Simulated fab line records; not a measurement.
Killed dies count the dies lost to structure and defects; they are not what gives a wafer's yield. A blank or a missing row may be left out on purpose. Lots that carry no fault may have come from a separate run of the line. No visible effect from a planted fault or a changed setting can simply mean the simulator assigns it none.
fab line records ; flow rit-cmos
record: lots: 11; wafers: 33; last-day: 7
route steps=202 shown ACTIVE@1 NSD@139 PSD@151 CONTACT@177 M1@202
lots untouched by any fault: they come from a run of this same line in which no faults occurred
start-h: hours from the record's first day to the start of the lot's first wafer shown ; wait-h: hours from the lot's prior step to this one ; " the same as in the row above ; L1.1+2: several wafers, shown together as one row ; - value missing, or start not given ; * or withheld: withheld ; < > ~ a bound
route shown NAME@n: a module of which the file shows steps, and the number in the route of the first ; usual: average and standard deviation across the fault-free wafers ; same: alike in all rows ; chamber/n: place in a boat ; sites: each site's reading ; _std_site: the values' standard deviation ; _edge_site: the outer-site mean with the inner-site mean subtracted ; radius-mm: for every site, how far away it sits from the centre of the wafer ; mask NAME#n: copy n ; behind: the tool/chamber that last shaped the wafer ; hold: cause of the lot's hold/its duration in hours/its outcome ; device: names the non-switching transistor (n, p or np) ; end of line: at the end of the route, the tests of the same wafers ; a step without rows: its recipe alone ; killed: at the first sort, the dies lost to defects and structure; wafer yield is something else ; map: the dies of a wafer, with x for killed, . for not killed, _ for no die there
set.NAME: the setting that was run; set.NAME@STEP: the one run at that earlier step ; model.NAME: the simulator's own value behind a step, which no gauge read
route steps across a sampled set of lots; one table per step, one row per wafer
services: from which hour (start-h, from the record's first day; less than 0 if before it) a tool's chamber was out of use, for how many hours, and why
== steps ==
step: RIT_ACTIVE_BOW_MEAS_00
recipe: mode: bow
usual: INCOMING_BOW: 0/6.8
lot.wafer;tool;chamber;start-h;wait-h;INCOMING_BOW[um]
L924.3;film-metro-02;-;10.04;-;6
L924.5;film-metro-02;-;10.04;-;-4
L924.6;film-metro-02;-;10.04;-;-13
L925.1;film-metro-03;-;15.00;-;5
L925.2;film-metro-03;-;15.00;-;6
L925.6;film-metro-03;-;15.00;-;10
L926.1;film-metro-02;-;20.00;-;-8
L926.2;film-metro-02;-;20.00;-;6
L926.3;film-metro-02;-;20.00;-;4
L927.1;film-metro-03;-;25.00;-;-7
L927.4;film-metro-03;-;25.00;-;16
L927.5;film-metro-03;-;25.00;-;4
L930.1;film-metro-04;-;40.00;-;-5
L930.2;film-metro-04;-;40.00;-;-1
L930.3;film-metro-04;-;40.00;-;4
L934.1;film-metro-03;-;60.00;-;-13
L934.3;film-metro-03;-;60.00;-;0
L934.5;film-metro-03;-;60.00;-;0
L935.2;film-metro-02;-;65.02;-;10
L935.4;film-metro-02;-;65.02;-;-2
L935.5;film-metro-02;-;65.02;-;9
L936.2;film-metro-04;-;70.02;-;15
L936.3;film-metro-04;-;70.02;-;6
L936.5;film-metro-04;-;70.02;-;6
L939.1;film-metro-03;-;85.00;-;-4
L939.5;film-metro-03;-;85.00;-;6
L939.6;film-metro-03;-;85.00;-;-4
L945.1;film-metro-03;-;115.00;-;3
L945.5;film-metro-03;-;115.00;-;2
L945.6;film-metro-03;-;115.00;-;0
L947.2;film-metro-02;-;125.02;-;3
L947.4;film-metro-02;-;125.02;-;-3
L947.5;film-metro-02;-;125.02;-;0
step: RIT_NSD_IMPLANT_08
recipe: species: P; energy-kev: 25; dose-cm2: 1e+15; tilt-deg: 7
usual: beam-energy-keV: 25.000/0.0069; dose-ions-cm2: 9.998e+14/1.1e+12; faraday-current-uA: 3134/61
lot.wafer;tool;chamber;start-h;wait-h;beam-energy-keV;dose-ions-cm2;faraday-current-uA
L924.3;implanter-04;0;50.64;0.1;25.006;9.983e+14;3080
L924.5;implanter-04;0;50.64;0.1;25.004;1.0002e+15;3176
L924.6;implanter-04;0;50.64;0.1;25.014;9.99e+14;3150
L925.1;implanter-04;0;57.46;0.1;24.997;1.0001e+15;3190
L925.2;implanter-04;0;57.46;0.1;24.996;9.974e+14;3233
L925.6;implanter-04;0;57.46;0.1;25.002;1.0024e+15;3108
L926.1;implanter-01;0;60.06;0.1;24.990;9.969e+14;3134
L926.2;implanter-01;0;60.06;0.1;25.005;9.989e+14;3081
L926.3;implanter-01;0;60.06;0.1;24.990;9.998e+14;3085
L927.1;implanter-01;0;63.08;0.1;25.002;9.99e+14;3085
L927.4;implanter-01;0;63.08;0.1;25.011;9.978e+14;3120
L927.5;implanter-01;0;63.08;0.1;24.998;1.0003e+15;3205
L930.1;implanter-01;0;81.68;0.1;25.012;1.0007e+15;3122
L930.2;implanter-01;0;81.68;0.1;24.997;9.984e+14;3122
L930.3;implanter-01;0;81.68;0.1;24.993;9.999e+14;3081
L934.1;implanter-01;0;101.93;0.1;20.500;9.978e+14;3081
L934.3;implanter-01;0;101.93;0.1;20.509;9.992e+14;3074
L934.5;implanter-01;0;101.93;0.1;20.493;9.997e+14;3129
L935.2;implanter-01;0;110.15;0.1;20.490;1.0018e+15;3086
L935.4;implanter-01;0;110.15;0.1;20.484;9.992e+14;3202
L935.5;implanter-01;0;110.15;0.1;20.493;1.0001e+15;3160
L936.2;implanter-04;0;114.30;0.1;25.001;9.99e+14;3183
L936.3;implanter-04;0;114.30;0.1;24.999;1.0005e+15;3206
L936.5;implanter-04;0;114.30;0.1;24.999;9.992e+14;3202
L939.1;implanter-04;0;129.25;0.1;25.008;1.0003e+15;3051
L939.5;implanter-04;0;129.25;0.1;25.004;9.986e+14;3051
L939.6;implanter-04;0;129.25;0.1;25.003;1.0014e+15;3105
L945.1;implanter-04;0;158.30;0.1;24.998;1.0009e+15;3167
L945.5;implanter-04;0;158.30;0.1;24.998;9.982e+14;3137
L945.6;implanter-04;0;158.30;0.1;24.989;1.001e+15;3096
L947.2;implanter-04;0;166.66;0.1;25.011;9.997e+14;3067
L947.4;implanter-04;0;166.66;0.1;25.000;9.978e+14;3108
L947.5;implanter-04;0;166.66;0.1;24.995;9.971e+14;3177
step: RIT_NSD_TW_MEAS_10
usual: NSD_TW: 3173/18
lot.wafer;tool;chamber;start-h;wait-h;NSD_TW
L924.3;film-metro-02;-;50.93;0.1;3187
L924.5;film-metro-02;-;50.93;0.1;3152
L924.6;film-metro-02;-;50.93;0.1;3164
L925.1;film-metro-04;-;57.79;0.1;3184
L925.2;film-metro-04;-;57.79;0.1;3179
L925.6;film-metro-04;-;57.79;0.1;3173
L926.1;film-metro-03;-;60.38;0.1;3181
L926.2;film-metro-03;-;60.38;0.1;3184
L926.3;film-metro-03;-;60.38;0.1;3168
L927.1;film-metro-02;-;63.40;0.1;3173
L927.4;film-metro-02;-;63.40;0.1;3151
L927.5;film-metro-02;-;63.40;0.1;3166
L930.1;film-metro-02;-;82.00;0.1;3167
L930.2;film-metro-02;-;82.00;0.1;3168
L930.3;film-metro-02;-;82.00;0.1;3157
L934.1;film-metro-03;-;102.25;0.1;3011
L934.3;film-metro-03;-;102.25;0.1;2994
L934.5;film-metro-03;-;102.25;0.1;3011
L935.2;film-metro-02;-;110.61;0.1;3008
L935.4;film-metro-02;-;110.61;0.1;3009
L935.5;film-metro-02;-;110.61;0.1;3007
L936.2;film-metro-02;-;114.61;0.1;3167
L936.3;film-metro-02;-;114.61;0.1;3179
L936.5;film-metro-02;-;114.61;0.1;3185
L939.1;film-metro-04;-;129.57;0.1;3192
L939.5;film-metro-04;-;129.57;0.1;3197
L939.6;film-metro-04;-;129.57;0.1;3186
L945.1;film-metro-02;-;158.62;0.1;3171
L945.5;film-metro-02;-;158.62;0.1;3181
L945.6;film-metro-02;-;158.62;0.1;3191
L947.2;film-metro-03;-;166.97;0.1;3144
L947.4;film-metro-03;-;166.97;0.1;3132
L947.5;film-metro-03;-;166.97;0.1;3148
step: RIT_PSD_STRIP_09
recipe: chemistry: O2; time-s: 180; resist: NOVOLAK; platen-temp-c: withheld; power-w: 500; pressure-mtorr: 4000; o2-flow-sccm: 4000
usual: drypump-motor-current-A: 5.8/0.57
lot.wafer;tool;chamber;start-h;wait-h;drypump-motor-current-A;rf-hours-counter-h
L924.3;plasma-asher-03;0;52.25;0.1;6.4;-
L924.5;plasma-asher-03;1;52.25;0.1;4.9;-
L924.6;plasma-asher-03;0;52.25;0.1;6.4;-
L925.1;plasma-asher-01;1;59.03;0.1;6.5;43
L925.2;plasma-asher-01;0;59.03;0.1;5.2;43
L925.6;plasma-asher-01;1;59.03;0.1;6.5;-
L926.1;plasma-asher-03;1;61.63;0.1;4.9;24
L926.2;plasma-asher-03;0;61.63;0.1;6.4;24
L926.3;plasma-asher-03;1;61.63;0.1;4.9;-
L927.1;plasma-asher-01;1;65.02;0.1;6.5;44
L927.4;plasma-asher-01;1;65.02;0.1;6.5;-
L927.5;plasma-asher-01;1;65.02;0.1;6.5;-
L930.1;plasma-asher-02;1;83.31;0.1;5.7;43
L930.2;plasma-asher-02;0;83.31;0.1;5.7;43
L930.3;plasma-asher-02;0;83.31;0.1;5.7;-
L934.1;plasma-asher-01;1;103.62;0.1;6.5;48
L934.3;plasma-asher-01;1;103.62;0.1;6.5;-
L934.5;plasma-asher-01;0;103.62;0.1;5.2;-
L935.2;plasma-asher-01;1;111.90;0.2;6.5;50
L935.4;plasma-asher-01;0;111.90;0.2;5.2;-
L935.5;plasma-asher-01;0;111.90;0.2;5.2;-
L936.2;plasma-asher-01;1;115.85;0.1;6.5;50
L936.3;plasma-asher-01;0;115.85;0.1;5.2;-
L936.5;plasma-asher-01;1;115.85;0.1;6.5;-
L939.1;plasma-asher-01;1;130.82;0.1;6.5;52
L939.5;plasma-asher-01;0;130.82;0.1;5.2;-
L939.6;plasma-asher-01;1;130.82;0.1;6.5;-
L945.1;plasma-asher-01;1;160.02;0.1;6.5;55
L945.5;plasma-asher-01;0;160.02;0.1;5.2;-
L945.6;plasma-asher-01;1;160.02;0.1;6.5;-
L947.2;plasma-asher-02;0;168.22;0.1;5.7;6
L947.4;plasma-asher-02;0;168.22;0.1;5.7;-
L947.5;plasma-asher-02;1;168.22;0.1;5.8;-
step: RIT_SDANNEAL_RS_MEAS_05
recipe: thk-meas-gauge: four-point-probe
usual: NSD_RS: 84.71/0.27
lot.wafer;tool;chamber;start-h;wait-h;NSD_RS[ohm/sq]
L924.3;film-metro-03;-;53.01;0.1;84.54
L924.5;film-metro-03;-;53.01;0.1;84.39
L924.6;film-metro-03;-;53.01;0.1;84.53
L925.1;film-metro-04;-;59.81;0.1;84.99
L925.2;film-metro-04;-;59.81;0.1;85.13
L925.6;film-metro-04;-;59.81;0.1;84.88
L926.1;film-metro-02;-;62.41;0.1;84.43
L926.2;film-metro-02;-;62.41;0.1;84.51
L926.3;film-metro-02;-;62.41;0.1;84.23
L927.1;film-metro-03;-;65.87;0.1;84.69
L927.4;film-metro-03;-;65.87;0.1;84.75
L927.5;film-metro-03;-;65.87;0.1;84.82
L930.1;film-metro-04;-;84.12;0.1;85.04
L930.2;film-metro-04;-;84.12;0.1;85.07
L930.3;film-metro-04;-;84.12;0.1;85.17
L934.1;film-metro-03;-;104.49;0.1;86.19
L934.3;film-metro-03;-;104.49;0.1;86.14
L934.5;film-metro-03;-;104.49;0.1;86.41
L935.2;film-metro-02;-;112.70;0.1;86.70
L935.4;film-metro-02;-;112.70;0.1;86.71
L935.5;film-metro-02;-;112.70;0.1;86.60
L936.2;film-metro-02;-;116.65;0.1;84.91
L936.3;film-metro-02;-;116.65;0.1;84.92
L936.5;film-metro-02;-;116.65;0.1;84.69
L939.1;film-metro-03;-;131.60;0.1;84.74
L939.5;film-metro-03;-;131.60;0.1;85.04
L939.6;film-metro-03;-;131.60;0.1;84.97
L945.1;film-metro-04;-;160.81;0.1;85.05
L945.5;film-metro-04;-;160.81;0.1;85.13
L945.6;film-metro-04;-;160.81;0.1;85.14
L947.2;film-metro-03;-;169.06;0.1;85.00
L947.4;film-metro-03;-;169.06;0.1;85.11
L947.5;film-metro-03;-;169.06;0.1;84.83
step: RIT_CONTACT_OVL_MEAS_09
usual: CONTACT_OVL: 0.5/1.1
lot.wafer;tool;chamber;start-h;wait-h;CONTACT_OVL[nm]
L924.3;overlay-02;-;55.06;0.1;1.7
L924.5;overlay-02;-;55.06;0.1;0.5
L924.6;overlay-02;-;55.06;0.1;0.4
L925.1;overlay-01;-;61.89;0.1;-0.1
L925.2;overlay-01;-;61.89;0.1;1.9
L925.6;overlay-01;-;61.89;0.1;-1.6
L926.1;overlay-01;-;64.48;0.1;1.2
L926.2;overlay-01;-;64.48;0.1;1.0
L926.3;overlay-01;-;64.48;0.1;2.0
L927.1;overlay-02;-;68.17;0.1;1.1
L927.4;overlay-02;-;68.17;0.1;0.4
L927.5;overlay-02;-;68.17;0.1;-0.9
L930.1;overlay-02;-;86.24;0.1;-1.0
L930.2;overlay-02;-;86.24;0.1;0.2
L930.3;overlay-02;-;86.24;0.1;1.1
L934.1;overlay-02;-;106.70;0.1;1.8
L934.3;overlay-02;-;106.70;0.1;0.6
L934.5;overlay-02;-;106.70;0.1;1.3
L935.2;overlay-01;-;114.77;0.1;0.0
L935.4;overlay-01;-;114.77;0.1;1.5
L935.5;overlay-01;-;114.77;0.1;0.6
L936.2;overlay-01;-;119.01;0.1;1.0
L936.3;overlay-01;-;119.01;0.1;0.8
L936.5;overlay-01;-;119.01;0.1;1.0
L939.1;overlay-02;-;133.78;0.1;0.8
L939.5;overlay-02;-;133.78;0.1;-0.5
L939.6;overlay-02;-;133.78;0.1;-0.6
L945.1;overlay-02;-;163.07;0.1;-0.8
L945.5;overlay-02;-;163.07;0.1;-1.3
L945.6;overlay-02;-;163.07;0.1;-0.4
L947.2;overlay-02;-;171.25;0.1;0.6
L947.4;overlay-02;-;171.25;0.1;0.4
L947.5;overlay-02;-;171.25;0.1;1.1
step: RIT_M1_PROBE_99
usual: killed-at-front-end: 7/3.3; killed-dies: 7/3.3; killed-open: 3.3/1.9; killed-short: 3.6/2.1
same: gross-dies: 264; killed_at_M0_to_M3: 0; killed_at_M4_up: 0; killed-at-back-side: 0; killed-at-contacts: 0; killed-at-other: 0
lot.wafer;tool;chamber;start-h;wait-h;killed-at-front-end;killed-dies;killed-open;killed-short
L924.3;prober-01;-;60.21;0.2;9;9;4;5
L924.5;prober-01;-;60.31;0.2;14;14;5;9
L924.6;prober-01;-;60.36;0.2;11;11;5;6
L925.1;prober-02;-;67.24;0.1;8;8;4;4
L925.2;prober-02;-;67.29;0.1;8;8;3;3
L925.6;prober-02;-;67.49;0.2;3;3;2;1
L926.1;prober-01;-;69.61;0.1;5;5;3;2
L926.2;prober-01;-;69.66;0.1;1;1;1;0
L926.3;prober-01;-;69.71;0.2;6;6;4;2
L927.1;prober-02;-;73.39;0.1;6;6;2;4
L927.4;prober-02;-;73.54;0.2;4;4;3;1
L927.5;prober-02;-;73.59;0.2;13;13;5;8
L930.1;prober-01;-;91.85;0.1;7;7;2;5
L930.2;prober-01;-;91.90;0.1;15;15;7;8
L930.3;prober-01;-;91.95;0.2;7;7;5;2
L934.1;prober-01;-;111.88;0.1;1;1;1;0
L934.3;prober-01;-;111.98;0.2;4;4;3;1
L934.5;prober-01;-;112.08;0.2;4;4;2;2
L935.2;prober-02;-;119.90;0.1;15;15;8;7
L935.4;prober-02;-;120.00;0.2;12;12;5;7
L935.5;prober-02;-;120.05;0.2;6;6;4;2
L936.2;prober-01;-;124.09;0.1;12;12;6;6
L936.3;prober-01;-;124.14;0.2;4;4;2;2
L936.5;prober-01;-;124.24;0.2;4;4;2;2
L939.1;prober-02;-;139.01;0.1;7;7;3;4
L939.5;prober-02;-;139.21;0.2;7;7;1;6
L939.6;prober-02;-;139.26;0.2;9;9;2;7
L945.1;prober-02;-;168.22;0.1;6;6;4;2
L945.5;prober-02;-;168.42;0.2;9;9;6;3
L945.6;prober-02;-;168.47;0.2;11;11;2;9
L947.2;prober-02;-;176.73;0.1;6;6;4;2
L947.4;prober-02;-;176.83;0.2;6;6;3;3
L947.5;prober-02;-;176.88;0.2;7;7;2;5
killed by level:class
L924.3 GATE:geometric-particle:short=3 GATE:geometric-particle:open=2 FOX2:geometric-particle:open=1 SPACER:geometric-particle:short=1 SILICIDE:geometric-particle:open=1 SILICIDE:geometric-particle:short=1
L924.5 GATE:geometric-particle:short=6 GATE:geometric-particle:open=4 REOX:geometric-particle:short=3 FOX1:geometric-particle:open=1
L924.6 GATE:geometric-particle:open=4 SILICIDE:geometric-particle:short=3 GATE:geometric-particle:short=2 FOX1:geometric-particle:short=1 REOX:geometric-particle:open=1
L925.1 GATE:geometric-particle:short=3 GATE:geometric-particle:open=2 FOX1:geometric-particle:open=1 REOX:geometric-particle:short=1 SILICIDE:geometric-particle:open=1
L925.2 FOX1:geometric-particle:short=2 GATE:geometric-particle:open=2 PSD:coat-microbubble-printed=2 FOX1:geometric-particle:open=1 GATE:geometric-particle:short=1
L925.6 GATE:geometric-particle:short=1 GATE:geometric-particle:open=1 SILICIDE:geometric-particle:open=1
L926.1 FOX1:geometric-particle:open=1 FOX2:geometric-particle:short=1 GATE:geometric-particle:short=1 REOX:geometric-particle:open=1 SILICIDE:geometric-particle:open=1
L926.2 GATE:geometric-particle:open=1
L926.3 GATE:geometric-particle:open=3 FOX2:geometric-particle:open=1 FOX2:geometric-particle:short=1 GATE:geometric-particle:short=1
L927.1 SPACER:geometric-particle:short=2 FOX2:geometric-particle:short=1 GATE:geometric-particle:open=1 GATE:geometric-particle:short=1 SILICIDE:geometric-particle:open=1
L927.4 GATE:geometric-particle:open=1 GATE:geometric-particle:short=1 SPACER:geometric-particle:open=1 SILICIDE:geometric-particle:open=1
L927.5 GATE:geometric-particle:short=3 SILICIDE:geometric-particle:short=3 GATE:geometric-particle:open=2 FOX1:geometric-particle:open=1 FOX1:geometric-particle:short=1 SPACER:geometric-particle:short=1 SPACER:geometric-particle:open=1 SILICIDE:geometric-particle:open=1
L930.1 FOX1:geometric-particle:short=2 REOX:geometric-particle:short=2 REOX:geometric-particle:open=1 SPACER:geometric-particle:short=1 SILICIDE:geometric-particle:open=1
L930.2 GATE:geometric-particle:short=5 SPACER:geometric-particle:open=4 GATE:geometric-particle:open=2 FOX1:geometric-particle:short=1 FOX2:geometric-particle:short=1 REOX:geometric-particle:open=1 SPACER:geometric-particle:short=1
L930.3 GATE:geometric-particle:open=2 REOX:geometric-particle:open=2 FOX1:geometric-particle:short=1 SPACER:geometric-particle:short=1 SPACER:geometric-particle:open=1
L934.1 REOX:geometric-particle:open=1
L934.3 SILICIDE:geometric-particle:open=2 FOX1:geometric-particle:open=1 SILICIDE:geometric-particle:short=1
L934.5 FOX2:geometric-particle:open=1 GATE:geometric-particle:short=1 REOX:geometric-particle:open=1 SILICIDE:geometric-particle:short=1
L935.2 GATE:geometric-particle:open=6 FOX2:geometric-particle:short=3 SPACER:geometric-particle:short=2 FOX2:geometric-particle:open=1 GATE:geometric-particle:short=1 REOX:geometric-particle:short=1 SILICIDE:geometric-particle:open=1
L935.4 FOX1:geometric-particle:open=2 FOX2:geometric-particle:open=2 SILICIDE:geometric-particle:short=2 FOX1:geometric-particle:short=1 FOX2:geometric-particle:short=1 GATE:geometric-particle:open=1 GATE:geometric-particle:short=1 REOX:geometric-particle:short=1
L935.5 SPACER:geometric-particle:open=2 GATE:geometric-particle:short=1 GATE:geometric-particle:open=1 SILICIDE:geometric-particle:short=1 SILICIDE:geometric-particle:open=1
L936.2 GATE:geometric-particle:short=3 GATE:geometric-particle:open=3 SPACER:geometric-particle:open=2 SPACER:geometric-particle:short=2 REOX:geometric-particle:short=1 REOX:geometric-particle:open=1
L936.3 FOX1:geometric-particle:open=1 GATE:geometric-particle:short=1 SILICIDE:geometric-particle:short=1 SILICIDE:geometric-particle:open=1
L936.5 FOX1:geometric-particle:open=2 FOX1:geometric-particle:short=1 SILICIDE:geometric-particle:short=1
L939.1 GATE:geometric-particle:open=2 SILICIDE:geometric-particle:short=2 FOX1:geometric-particle:short=1 FOX1:geometric-particle:open=1 GATE:geometric-particle:short=1
L939.5 GATE:geometric-particle:short=2 FOX1:geometric-particle:short=1 FOX2:geometric-particle:short=1 GATE:geometric-particle:open=1 SPACER:geometric-particle:short=1 SILICIDE:geometric-particle:short=1
L939.6 FOX1:geometric-particle:short=4 GATE:geometric-particle:short=2 SPACER:geometric-particle:open=2 SPACER:geometric-particle:short=1
L945.1 GATE:geometric-particle:open=4 FOX1:geometric-particle:short=1 GATE:geometric-particle:short=1
L945.5 GATE:geometric-particle:short=3 GATE:geometric-particle:open=2 FOX2:geometric-particle:open=1 REOX:geometric-particle:open=1 SPACER:geometric-particle:open=1 SILICIDE:geometric-particle:open=1
L945.6 GATE:geometric-particle:short=4 REOX:geometric-particle:short=3 SILICIDE:geometric-particle:short=2 GATE:geometric-particle:open=1 REOX:geometric-particle:open=1
L947.2 FOX1:geometric-particle:open=1 GATE:geometric-particle:short=1 GATE:geometric-particle:open=1 SPACER:geometric-particle:short=1 SPACER:geometric-particle:open=1 SILICIDE:geometric-particle:open=1
L947.4 GATE:geometric-particle:short=3 REOX:geometric-particle:open=2 FOX1:geometric-particle:open=1
L947.5 SPACER:geometric-particle:short=2 FOX2:geometric-particle:short=1 FOX2:geometric-particle:open=1 GATE:geometric-particle:short=1 REOX:geometric-particle:short=1 SPACER:geometric-particle:open=1
== services ==
tool;chamber;start-h;hours;kind
implanter-04;-;38.37;0.7;repair
plasma-asher-03;-;41.25;0.8;repair
plasma-asher-03;-;99.91;28.1;pm
plasma-asher-02;-;108.75;9.0;pm
plasma-asher-02;0;108.75;9.0;vent-cycle
plasma-asher-02;1;108.75;9.0;vent-cycle
plasma-asher-02;0;117.75;-;clean
plasma-asher-02;1;117.75;-;clean
plasma-asher-01;-;129.07;1.5;repair
implanter-04;-;131.21;5.2;repair
plasma-asher-03;-;136.23;5.4;repair
implanter-04;-;138.11;16.1;pm
== key ==
first-sign: step: RIT_NSD_IMPLANT_08; reading: beam-energy-keV; direction: down; sigmas: 99+; usual: 25.000; struck: 20.495
effect: step: RIT_NSD_TW_MEAS_10; reading: NSD_TW; direction: down; sigmas: 9.4; usual: 3173; struck: 3007
effect: step: RIT_SDANNEAL_RS_MEAS_05; reading: NSD_RS; direction: up; sigmas: 6.4; usual: 84.71; struck: 86.46
met-at RIT_NSD_IMPLANT_08
struck-lots L934,L935
tester-left-out L934,L935
loop-trim: step: RIT_M1_EXPOSE_06; setting: dose; lots: L934,L935
not-acting-at RIT_ACTIVE_BOW_MEAS_00,RIT_PSD_STRIP_09,RIT_CONTACT_OVL_MEAS_09
onset-between 81.68 101.93
fault: kind: process-parameter-drift; tool: implanter-01; chamber: -; onset-h: 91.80; steps: RIT_NSD_IMPLANT_08; channel: energy-kev; offset: -4.5; shape: step; end-h: 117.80; acts-in: these-recipes-only; stated: 25
tester-left-out: of these lots the tester's yield and bins aren't shown, on N5 and GAA mostly nor the transistor test; their killed dies are dies lost to structure and defects alone, not to doping, threshold or leakage, so they don't give the yield
loop-trim: a control loop set the setting to another value than it would have without faults
